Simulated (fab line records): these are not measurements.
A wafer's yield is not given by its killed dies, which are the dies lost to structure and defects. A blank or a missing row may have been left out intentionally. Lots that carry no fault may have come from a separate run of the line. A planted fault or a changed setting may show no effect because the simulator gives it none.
Lot-split experiment | flow rit-cmos | on a route of 202 steps: 5 lots, 23 wafers read

## SPLIT DETAILS
At RIT_GATE_EXPOSE_13 (exposes mask M6, target cd 150 nm), the setting dose-mj was moved away from the recipe's 380 on 11 of the 23 wafers read, by -4.4% to +6.3%. All remaining wafers had this setting at the recipe value.

## FROM THE SPLIT TO THE READING: what the file shows between them, 6 steps
- RIT_GATE_PEB_14
- RIT_GATE_DEVELOP_15: develop time 50 s
- RIT_GATE_CD_MEAS_16: target cd 150 nm
- RIT_GATE_HARDBAKE_18: time 60 s
- RIT_GATE_ETCH_19: etches poly-Si in SF6/CHF3/O2, stops on SiO2, time 165 s, target depth 312.5 nm
- RIT_GATE_STRIP_20: strips in O2, time 180 s

## THE READING
cd-nm, in nm, at RIT_GATE_CD_MEAS_90 (target cd 150 nm). Fault-free wafers of this fab line usually give 148.8 nm, standard deviation 2.8 nm.

wafer  | tool, chamber at the split | dose-mj as run | against the recipe | cd-nm, nm | against lot-mates on the recipe
L074.2 | iline-stepper-02, 0        | 363.4          | -4.4%              | 168.4     | +23.2
L074.3 | iline-stepper-02, 0        | 380            | recipe             | 143.3     | -
L074.4 | iline-stepper-02, 0        | 380            | recipe             | 147.1     | -
L074.5 | iline-stepper-02, 0        | 363.4          | -4.4%              | 165.6     | +20.4
L074.6 | iline-stepper-02, 0        | 363.4          | -4.4%              | 170.7     | +25.5
L075.2 | iline-stepper-01, 0        | 380            | recipe             | 147.2     | -
L075.3 | iline-stepper-01, 0        | 387.6          | +2.0%              | 138.4     | -7.2
L075.4 | iline-stepper-01, 0        | 380            | recipe             | 144.0     | -
L075.5 | iline-stepper-01, 0        | 387.6          | +2.0%              | 136.1     | -9.5
L075.6 | iline-stepper-01, 0        | 387.6          | +2.0%              | 133.0     | -12.6
L076.1 | iline-stepper-01, 0        | 365.1          | -3.9%              | 176.4     | +27.3
L076.2 | iline-stepper-01, 0        | 365.1          | -3.9%              | 172.3     | +23.2
L076.4 | iline-stepper-01, 0        | 380            | recipe             | 148.7     | -
L076.5 | iline-stepper-01, 0        | 380            | recipe             | 149.5     | -
L076.6 | iline-stepper-01, 0        | 365.1          | -3.9%              | 170.1     | +21.0
L077.2 | iline-stepper-01, 0        | 404            | +6.3%              | 115.7     | -34.0
L077.3 | iline-stepper-01, 0        | 404            | +6.3%              | 117.4     | -32.3
L077.4 | iline-stepper-01, 0        | 380            | recipe             | 150.2     | -
L077.5 | iline-stepper-01, 0        | 380            | recipe             | 151.2     | -
L077.6 | iline-stepper-01, 0        | 380            | recipe             | 147.6     | -
L082.1 | iline-stepper-01, 0        | 380            | recipe             | 147.4     | -
L082.4 | iline-stepper-01, 0        | 380            | recipe             | 147.4     | -
L082.5 | iline-stepper-01, 0        | 380            | recipe             | 147.1     | -

FIT RESULTS
A straight line over all 23 wafers: cd-nm changes by -5.27 nm for each +1% of dose-mj; r = -0.98; the points scatter about the line by 3.1 nm.
The same after taking each lot's own level away (the mean of its wafers on the recipe; 23 wafers): -5.41 nm for each +1%; r = -0.99; scatter 2.1 nm.
According to that fit, moving dose-mj by its largest amount changes the reading by 34 nm.
The span of the lots' own levels, 145.20 to 149.67 nm, comes to 1.6 times the standard deviation stated above.
So the lot-to-lot level changes the slope little: the two slopes agree.
Check: with one of the wafers moved furthest among these (+6.3%) left out of the fit, the line predicts -33.6 nm for it against its lot-mates. Against them it came out at -34 nm.

## THESE WAFERS: OTHER SPLITS
Before the reading, these wafers also passed through other splits. Each is held against what the fit with the lots' levels taken away leaves over:
other split on the same wafers      | wafers away from the commonest value | r with cd-nm (lot level and that fit taken away)
RIT_ACTIVE_CVD_03 pressure-mtorr    | 18                                   | +0.20
RIT_NWELL_COAT_01 resist-thk-nm     | 6                                    | -0.15
RIT_NWELL_DEVELOP_05 develop-time-s | 9                                    | +0.00
RIT_PWELL_IMPLANT_08 dose-cm2       | 11                                   | +0.01
RIT_PRETRO_IMPLANT_08 energy-kev    | 4                                    | +0.32
RIT_GATE_COAT_11 spin-rpm           | 10                                   | -0.39

## THE WHOLE CHAIN: every reading that the file lists as answering this split, in the file's order
step                | what it does                                                                    | reading                                                                        | change (the file's fit)              | r (the file's)
RIT_GATE_CD_MEAS_16 | target cd 150 nm                                                                | cd-nm                                                                          | -5.39 nm for each +1% of the setting | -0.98
RIT_GATE_ETCH_19    | etches poly-Si in SF6/CHF3/O2, stops on SiO2, time 165 s, target depth 312.5 nm | GATE.cd-nm (the simulator's own value, which no gauge read)                    | -5.44 nm for each +1% of the setting | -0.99
RIT_GATE_CD_MEAS_90 | target cd 150 nm                                                                | cd-nm                                                                          | -5.39 nm for each +1% of the setting | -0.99
RIT_M1_PROBE_99     |                                                                                 | etest.pmos-turned.r-on-ohm-um (the simulator's own value, which no gauge read) | -120 for each +1% of the setting     | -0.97
RIT_M1_PROBE_99     |                                                                                 | etest.pmos_0p15.r-on-ohm-um (the simulator's own value, which no gauge read)   | -123 for each +1% of the setting     | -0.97
RIT_M1_PROBE_99     |                                                                                 | etest.nmos_0p15.r-on-ohm-um (the simulator's own value, which no gauge read)   | -38.9 for each +1% of the setting    | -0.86
RIT_M1_PROBE_99     |                                                                                 | etest.pmos_0p3.r-on-ohm-um (the simulator's own value, which no gauge read)    | -55.2 for each +1% of the setting    | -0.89
RIT_M1_PROBE_99     |                                                                                 | etest.nmos_0p15.drive-ua-um (the simulator's own value, which no gauge read)   | +26.2 for each +1% of the setting    | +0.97

## THE FILE'S OWN FIT
cd-nm changes by -5.39 nm for each +1% of dose-mj, r = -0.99.
